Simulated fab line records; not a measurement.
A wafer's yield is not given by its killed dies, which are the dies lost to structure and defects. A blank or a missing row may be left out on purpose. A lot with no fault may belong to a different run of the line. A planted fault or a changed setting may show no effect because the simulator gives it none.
One fault seen from 2 desks	flow rit_cmos	every desk sees just its own numbers, and what lay behind them comes last

== AT THE METROLOGY DESK ==
What the gauges read, lot by lot, whatever tool the lot ran on: means of the sampled wafers that have a number. The brackets show how far a lot's mean lies from the usual mean; more than 4 standard deviations puts the lot out of limits, marked OUT.
Columns: A = ACTIVE_OXIDE_THK at RIT_ACTIVE_THK_MEAS_02, usual 47.1 nm; B = PWELL_RS at RIT_WELLDRIVE_RS_MEAS_02, usual 429.7 ohm/sq; C = PSD_TW at RIT_PSD_TW_MEAS_10, usual 3425
lot	first seen here	A	B	C
L460	day 1 12:04	45.6	428.8	3412
L461	day 1 17:05	46.0	428.6	3400
L463	day 2 03:04	48.0	429.9	3453
L464	day 2 08:03	48.2	430.7	3403
L466	day 2 18:03	48.2	432.4	3426
L467	day 2 23:04	47.7	429.4	3434
L468	day 3 04:04	46.7	431.1	3427
L471	day 3 19:04	47.1	428.1	3412
L472	day 4 00:04	47.6	429.5	3444
L474	day 4 11:02	53.7 (+6.8) OUT	429.1	3403
L475	day 4 15:04	47.7	430.2	3438
L476	day 4 20:04	55.5 (+8.7) OUT	-	-
L478	day 5 06:04	53.6 (+6.7) OUT	-	-
L481	day 5 21:04	46.6	429.3	3419
L482	day 6 02:03	46.2	428.9	3424
Finding of this desk: L474, L476, L478 out of limits, first seen on L474 at day 4 11:02 (ACTIVE_OXIDE_THK at RIT_ACTIVE_THK_MEAS_02). In limits: L460, L461, L463, L464, L466, L467, L468, L471, L472, L475, L481, L482.

== THE TOOL OWNER'S DESK: furnace-01 ==
The tool's own readings at RIT_ACTIVE_OXIDATION_01 (target thk 46.8 nm, ox time 3360 s): means of the sampled wafers that have a number, for each lot that ran on this tool. The brackets show how far a lot's mean lies from the usual mean; more than 4 standard deviations puts the lot out of limits, marked OUT.
Columns: A = spike_tc_centre_C at RIT_ACTIVE_OXIDATION_01, usual 1002.5 C; B = spike_tc_load_C at RIT_ACTIVE_OXIDATION_01, usual 1029.7 C; C = spike_tc_source_C at RIT_ACTIVE_OXIDATION_01, usual 1025.2 C; D = tube_center_temp_C at RIT_ACTIVE_OXIDATION_01, usual 1000 C; E = tube_center_temp_C_max at RIT_ACTIVE_OXIDATION_01, usual 1002.6; F = zone_power_load_pct at RIT_ACTIVE_OXIDATION_01, usual 35 %
lot	first seen here	A	B	C	D	E	F
L463	day 2 01:07	1001.3	1030.0	1025.9	1000	1002.9	35
L467	day 2 21:07	1001.8	1028.8	1027.6	1000	1002.7	35
L472	day 3 22:07	1002.7	1029.2	1027.1	1000	1002.8	35
L474	day 4 09:05	1016.2 (+12) OUT	1044.7 (+11) OUT	1040.8 (+10) OUT	1015 (+99 or more) OUT	1017.6 (+34) OUT	36
L476	day 4 18:07	1016.6 (+13) OUT	1044.9 (+11) OUT	1041.3 (+11) OUT	1015 (+99 or more) OUT	1017.5 (+34) OUT	36
L478	day 5 04:07	1016.8 (+13) OUT	1044.4 (+10) OUT	1041.3 (+11) OUT	1015 (+99 or more) OUT	1017.7 (+34) OUT	36
This desk's verdict: out of limits on L474, L476, L478, starting with L474 at day 4 09:05 (spike_tc_centre_C at RIT_ACTIVE_OXIDATION_01). In limits: L463, L467, L472.

== TAKEN TOGETHER ==
The tool owner's desk had the chance to raise an alarm at day 4 09:05 on L474, L476, L478.
An alarm was possible from the metrology desk at day 4 11:02, on L474, L476, L478.
RIT_ACTIVE_OXIDATION_01 was run on furnace-01 by each of the lots named.

== WHAT WAS PUT IN BY THE SIMULATOR ==
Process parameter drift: furnace-01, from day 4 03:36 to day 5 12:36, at RIT_ACTIVE_OXIDATION_01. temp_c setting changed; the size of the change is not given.
Shown lots that were struck: L474, L476, L478.
Time in hours from fault onset to the first out-of-limits reading at each desk: tool owner's desk 5, metrology desk 7.
